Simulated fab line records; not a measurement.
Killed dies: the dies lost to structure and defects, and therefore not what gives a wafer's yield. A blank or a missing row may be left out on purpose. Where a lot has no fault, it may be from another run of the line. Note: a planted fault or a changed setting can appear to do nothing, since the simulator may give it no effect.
One fault seen from 2 desks :: flow berkeley-cmos170 :: what lay behind the numbers comes last; until then each desk has only its own

FOR THE TOOL OWNER'S DESK: plasma-asher-02
The tool's own readings at UCB170_BACKSIDE_STRIP_03 (strips in O2): means of the sampled wafers that have a number, for each lot that ran on this tool. A lot is out of limits, marked OUT, if its mean lies more than 4 standard deviations from the usual mean; the brackets give that distance.
Columns: A = drypump-motor-current-A at UCB170_BACKSIDE_STRIP_03, usual 6.06 A; B = oes-product-au at UCB170_BACKSIDE_STRIP_03, usual 0.734 a.u.; C = strip-time-to-endpoint-s at UCB170_BACKSIDE_STRIP_03, usual 21.96 s
lot: L753
first seen here: day 8 14:27
A: 6.22
B: 0.732
C: 21.88

lot: L755
first seen here: day 9 09:46
A: 6.07
B: 0.728
C: 21.96

lot: L761
first seen here: day 10 22:18
A: 6.06
B: 0.737
C: 22.00

lot: L764
first seen here: day 11 06:41
A: 6.22
B: 0.735
C: 21.94

lot: L765
first seen here: day 11 20:32
A: 6.40
B: 0.738
C: 22.03
Finding of this desk: none of the 5 lots has anything out of limits.

AT THE METROLOGY DESK
What the gauges read for every lot (on any tool): the sampled wafers with a number, averaged. A lot is out of limits, marked OUT, if its mean lies more than 4 standard deviations from the usual mean; the brackets give that distance.
Columns: A = M3_BOW at UCB170_M3_BOW_MEAS_20, usual 35 um
lot: L748
first seen here: day 8 15:22
A: 30

lot: L749
first seen here: day 8 15:29
A: 26

lot: L753
first seen here: day 9 14:17
A: 42

lot: L752
first seen here: day 9 14:45
A: 39

lot: L755
first seen here: day 10 07:08
A: 47

lot: L756
first seen here: day 10 07:29
A: 42

lot: L760
first seen here: day 11 06:35
A: 45

lot: L761
first seen here: day 11 22:05
A: 38

lot: L764
first seen here: day 12 08:39
A: 35

lot: L767
first seen here: day 13 00:10
A: 32

lot: L765
first seen here: day 13 07:29
A: 44

lot: L769
first seen here: day 14 00:30
A: 44

lot: L770
first seen here: day 14 04:47
A: 34

lot: L768
first seen here: day 14 05:52
A: 29
Finding of this desk: none of the 14 lots has anything out of limits.

BROUGHT TOGETHER
Nothing out of limits was seen by the tool owner's desk.
Nothing out of limits was seen by the metrology desk.

WHAT HAD BEEN PUT IN BY THE SIMULATOR
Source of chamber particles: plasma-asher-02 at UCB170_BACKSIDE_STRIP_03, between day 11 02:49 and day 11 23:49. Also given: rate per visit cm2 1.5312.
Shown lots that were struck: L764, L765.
